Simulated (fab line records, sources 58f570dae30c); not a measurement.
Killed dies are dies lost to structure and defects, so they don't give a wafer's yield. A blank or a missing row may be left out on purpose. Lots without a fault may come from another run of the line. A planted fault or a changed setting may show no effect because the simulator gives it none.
One fault seen from 2 desks | flow berkeley_cmos170 | each desk has only its own numbers; what lay behind them comes last

THE METROLOGY DESK
What the gauges read, lot by lot, whatever tool the lot ran on: means of the sampled wafers that have a number. A lot is out of limits, marked OUT, if its mean lies more than 4 standard deviations from the usual mean; the brackets give that distance.
Columns: A = NLDD_RS at UCB170_SDANNEAL_RS_MEAS_05, usual 616.8 ohm/sq; B = CONTACT_PSG_THK at UCB170_CONTACT_THK_MEAS_02, usual 703 nm; C = CONTACT_OVL at UCB170_CONTACT_OVL_MEAS_16, usual 0 nm; D = cd_nm at UCB170_V2_CD_MEAS_90, usual 700.2 nm
lot  | first seen here | A               | B   | C  | D
L675 | day 8 07:18     | 619.5           | 711 | 6  | 699.7
L676 | day 8 23:01     | 616.9           | 694 | -6 | 701.9
L677 | day 8 23:34     | 616.8           | 708 | 2  | 698.7
L678 | day 8 23:35     | 617.3           | 692 | 3  | 700.3
L682 | day 9 16:38     | 560.1 (-38) OUT | 706 | -9 | 701.1
L681 | day 9 16:55     | 556.5 (-40) OUT | 702 | 3  | 702.0
L687 | day 11 07:12    | 617.2           | 701 | -4 | 701.1
L692 | day 11 10:39    | 617.5           | 703 | 0  | 699.1
L690 | day 11 10:53    | 616.1           | 704 | 4  | 701.2
L697 | day 12 16:34    | 615.3           | 710 | -4 | 700.1
L693 | day 12 16:37    | 616.5           | 697 | 6  | 701.3
L694 | day 12 16:41    | 615.0           | 708 | 2  | 699.0
L696 | day 12 17:04    | 615.7           | 713 | 2  | 700.0
L698 | day 13 07:49    | 615.3           | 705 | -5 | 698.6
This desk's finding: out of limits on L681, L682; first on L682, day 9 16:38 (NLDD_RS at UCB170_SDANNEAL_RS_MEAS_05). In limits: L675, L676, L677, L678, L687, L692, L690, L697, L693, L694, L696, L698.

THE TOOL OWNER'S DESK: implanter-01
The tool's own readings at UCB170_NLDD_IMPLANT_09: means of the sampled wafers that have a number, for each lot that ran on this tool. A lot is out of limits, marked OUT, if its mean lies more than 4 standard deviations from the usual mean; the brackets give that distance.
Columns: A = faraday_current_uA at UCB170_NLDD_IMPLANT_09, usual 159
lot  | first seen here | A
L675 | day 7 19:49     | 157
L677 | day 8 09:30     | 159
L682 | day 9 01:47     | 162
L681 | day 9 02:52     | 156
L694 | day 11 23:59    | 158
L697 | day 12 02:58    | 159
This desk's finding: nothing out of limits on any of the 6 lots.

PUT TOGETHER
The metrology desk could have raised an alarm at day 9 16:38, on L681, L682.
The tool owner's desk saw nothing out of limits.
The tool owner's desk has L681, L682 on record, within its limits.
Of the lots named, all ran UCB170_NLDD_IMPLANT_09 on implanter-01.

WHAT THE SIMULATOR HAD PUT IN
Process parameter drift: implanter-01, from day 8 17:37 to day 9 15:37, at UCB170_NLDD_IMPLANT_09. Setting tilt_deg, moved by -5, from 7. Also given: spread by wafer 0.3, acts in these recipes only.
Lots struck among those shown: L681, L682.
Hours from the fault's start to each desk's first reading out of limits: the metrology desk, 23.
